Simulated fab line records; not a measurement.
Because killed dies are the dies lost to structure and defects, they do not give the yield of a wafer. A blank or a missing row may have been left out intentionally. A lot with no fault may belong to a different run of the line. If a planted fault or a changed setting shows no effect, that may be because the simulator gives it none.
What tool caused it?	flow rit-cmos	6 lots with 18 wafers sampled at 2 steps, on a route of 202 steps

## WHAT EACH GAUGE READ, for each wafer
RIT_SILICIDE_THK_MEAS_03: measures by xrf.
lot	measured	on	SILICIDE_TI_THK (nm)
L426	day 3 09:07	film-metro-02	31.05 31.26 30.97
L429	day 4 04:10	film-metro-01	31.06 31.17 31.24
L432	day 4 19:02	film-metro-01	31.34 31.55 31.33
L436	day 5 11:38	film-metro-03	31.27 31.09 31.28
L444	day 7 09:17	film-metro-03	31.25 31.38 31.22
L448	day 8 07:13	film-metro-02	31.36 30.88 31.39

## TOOL THAT RAN EACH LOT (tool first, then ch and the chambers of the sampled wafers, then the start)
lot	RIT_PSD_STRIP_09
L426	plasma-asher-01 ch 0,1, day 3 07:43
L429	plasma-asher-04 ch 0,1, day 4 02:43
L432	plasma-asher-04 ch 0,1, day 4 17:08
L436	plasma-asher-03 ch 0,1, day 5 10:13
L444	plasma-asher-04 ch 0,1, day 7 07:52
L448	plasma-asher-04 ch 0,1, day 8 05:47
- RIT_PSD_STRIP_09: strips in O2, time 180 s.

## THE ANSWER, worked out from the rows above alone
Rule: usual is defined by the lots themselves. The widest of any qualifying gaps counts: lots, ordered by their means at a reading, are off when they make up no more than a third of the lots, leave a main group of 4 or more, and stand apart from it by 3 or more times the standard deviation of that group's means. Not used: any main group whose means are identical at the precision the tables above print for the reading. Also off: a lot with no number at a reading for which 4 or more lots have one. The other lots that the step has rows for count as sound.
No lot is off on any of the readings shown, so nothing can be concluded from this.

## WHAT THE SIMULATOR HAD PUT IN
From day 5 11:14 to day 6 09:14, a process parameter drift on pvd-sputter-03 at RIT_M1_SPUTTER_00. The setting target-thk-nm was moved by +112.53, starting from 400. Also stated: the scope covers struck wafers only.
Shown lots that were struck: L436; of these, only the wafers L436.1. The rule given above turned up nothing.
